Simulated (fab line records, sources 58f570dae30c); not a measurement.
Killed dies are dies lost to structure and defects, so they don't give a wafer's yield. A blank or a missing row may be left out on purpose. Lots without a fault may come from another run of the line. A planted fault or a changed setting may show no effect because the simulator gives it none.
fab line records | flow berkeley_cmos170
record lots=14 wafers=42 last_day=12
route steps=331 shown WELLDRIVE@56
lots that met no fault: from a run of the same line without faults
start_h: hours from the record's first day to the start of the lot's first wafer shown | wait_h: hours since the lot's step before | " the same as in the row above | L1.1+2: a row that stands for several wafers | - no value, or no start given | * or withheld: withheld | < > ~ a bound
route shown NAME@n: a module of which the file shows steps, and the number in the route of the first | usual: mean/standard deviation of fault-free wafers | same: alike in all rows | chamber/n: place in a boat | sites: the reading at each site | _std_site: their standard deviation | _edge_site: outer sites' mean less inner sites' | radius_mm: how far each site lies from the wafer's centre | mask NAME#n: copy n | behind: the tool/chamber that last shaped the wafer | hold: why the lot was held/for how many hours/how that ended | device: the transistor (n, p or np) that didn't switch | end of line: the same wafers' tests at the end of the route | a step without rows: its recipe alone | killed: dies lost to structure and defects at the first sort, not the wafer's yield | map: a wafer's dies, x killed, . not, _ none there
set.NAME: the setting as run; set.NAME@STEP: as run at that earlier step | model.NAME: the simulator's own value behind a step, which no gauge read
steps of the route over a sample of lots; a table a step, a row a wafer
services: from which hour (start_h, from the record's first day; less than 0 if before it) a tool's chamber was out of use, for how many hours, and why
## steps
# step UCB170_WELLDRIVE_OXIDATION_01
# recipe temp_c=1100 ambient=O2 target_thk_a=1990 ox_time_s=9000
# usual spike_tc_centre_C=1102.2/1.1 spike_tc_source_C=1124/4.5 zone_power_load_pct=45.6/2.7
# columns lot.wafer tool chamber start_h wait_h spike_tc_centre_C spike_tc_source_C zone_power_load_pct
L320.1 furnace-04 0 70.53 3.2 1104.3 1127 48.2
L320.2 " 0 " " 1102.9 1127 48.0
L320.5 " 0 " " 1103.4 1128 48.1
L321.2 furnace-04 0 70.53 3.2 1101.6 1127 48.5
L321.5 " 0 " " 1102.5 1129 48.5
L321.6 " 0 " " 1103.8 1129 48.5
L324.2 furnace-04 0 98.04 5.7 1100.7 1129 48.2
L324.3 " 0 " " 1101.5 1127 48.9
L324.4 " 0 " " 1103.9 1127 48.5
L325.3 furnace-04 0 98.04 3.3 1102.5 1129 47.6
L325.5 " 0 " " 1101.9 1128 48.4
L325.6 " 0 " " 1102.6 1128 48.8
L326.2 furnace-04 0 98.04 3.3 1103.3 1130 48.1
L326.3 " 0 " " 1102.5 1126 48.4
L326.5 " 0 " " 1102.8 1128 48.4
L327.3 furnace-02 0 111.94 6.1 1101.0 1119 42.9
L327.5 " 0 " " 1103.0 1120 43.1
L327.6 " 0 " " 1102.7 1119 42.3
L328.2 furnace-02 0 111.94 4.1 1101.7 1119 42.9
L328.4 " 0 " " 1103.3 1121 43.0
L328.6 " 0 " " 1102.2 1119 42.7
L329.1 furnace-02 0 125.91 3.4 1102.6 1119 42.8
L329.3 " 0 " " 1101.1 1119 43.2
L329.6 " 0 " " 1101.5 1120 43.2
L329.1 furnace-02 0 130.66 1.2 1099.6 1121 42.9
L329.3 " 0 " " 1103.4 1120 42.6
L329.6 " 0 " " 1101.8 1119 42.5
L331.1 furnace-04 0 130.96 3.3 1103.6 1128 49.0
L331.2 " 0 " " 1102.5 1129 48.0
L331.6 " 0 " " 1102.1 1130 48.4
L332.1 furnace-04 0 130.96 3.3 1101.2 1127 48.5
L332.2 " 0 " " 1101.4 1130 48.4
L332.3 " 0 " " 1102.5 1128 47.6
L333.3 furnace-04 0 150.39 2.7 1102.9 1127 48.4
L333.4 " 0 " " 1102.4 1128 48.3
L333.5 " 0 " " 1103.5 1126 48.7
L334.1 furnace-04 0 150.39 0.3 1103.2 1128 48.5
L334.4 " 0 " " 1102.5 1128 48.8
L334.6 " 0 " " 1105.2 1127 48.0
L337.3 furnace-02 0 159.14 4.6 1101.0 1120 43.5
L337.4 " 0 " " 1103.5 1120 42.5
L337.5 " 0 " " 1101.0 1119 42.4
L337.3 furnace-02 0 163.97 1.3 1099.5 1120 42.3
L337.4 " 0 " " 1102.7 1121 42.9
L337.5 " 0 " " 1101.6 1120 42.9
L340.1 furnace-02 0 173.76 3.8 1102.8 1119 42.4
L340.2 " 0 " " 1101.9 1120 43.2
L340.5 " 0 " " 1100.3 1118 42.8
# step UCB170_WELLDRIVE_THK_MEAS_02
# recipe reads=SiO2_of_WELLDRIVE_OXIDATION_01
# usual WELLDRIVE_OXIDE_THK=201/3.8
# columns lot.wafer tool chamber start_h wait_h WELLDRIVE_OXIDE_THK[nm]
L320.1 film_metro-01 - 74.03 0.0 203
L320.2 " - " " 201
L320.5 " - " " 202
L321.2 film_metro-03 - 74.08 0.1 200
L321.5 " - " " 202
L321.6 " - " " 203
L324.2 film_metro-03 - 101.55 0.0 198
L324.3 " - " " 198
L324.4 " - " " 198
L326.2 film_metro-01 - 101.55 0.0 191
L326.3 " - " " 195
L326.5 " - " " 194
L325.3 film_metro-02 - 101.56 0.0 200
L325.5 " - " " 200
L325.6 " - " " 195
L328.2 film_metro-02 - 115.45 0.0 199
L328.4 " - " " 200
L328.6 " - " " 204
L327.3 film_metro-03 - 115.46 0.0 202
L327.5 " - " " 203
L327.6 " - " " 207
L329.1 film_metro-02 - 134.16 0.0 310
L329.3 " - " " 314
L329.6 " - " " 314
L331.1 film_metro-02 - 134.46 0.0 199
L331.2 " - " " 205
L331.6 " - " " 204
L332.1 film_metro-03 - 134.46 0.0 198
L332.2 " - " " 195
L332.3 " - " " 196
L334.1 film_metro-03 - 153.89 0.0 205
L334.4 " - " " 203
L334.6 " - " " 203
L333.3 film_metro-02 - 153.91 0.0 202
L333.4 " - " " 203
L333.5 " - " " 202
L337.3 film_metro-02 - 167.49 0.0 296
L337.4 " - " " 299
L337.5 " - " " 302
L340.1 film_metro-03 - 177.26 0.0 202
L340.2 " - " " 201
L340.5 " - " " 199
## services
# columns tool chamber start_h hours kind
furnace-04 - 82.30 4.0 pm
furnace-04 - 169.52 3.4 pm
## key
first_sign step=UCB170_WELLDRIVE_OXIDATION_01 reading=visit direction=added
effect step=UCB170_WELLDRIVE_THK_MEAS_02 reading=WELLDRIVE_OXIDE_THK direction=up sigmas=27 usual=201 struck=306
met_at UCB170_WELLDRIVE_OXIDATION_01
struck_lots L329,L337
tester_left_out L329,L337
fault kind=repeated_step_whole tool=furnace-01,furnace-02,furnace-04 chamber=- onset_h=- steps=UCB170_WELLDRIVE_OXIDATION_01 times=1 scope=struck_lots_only
# tester_left_out: of these lots the tester's yield and bins aren't shown, on N5 and GAA mostly nor the transistor test; their killed dies are dies lost to structure and defects alone, not to doping, threshold or leakage, so they don't give the yield
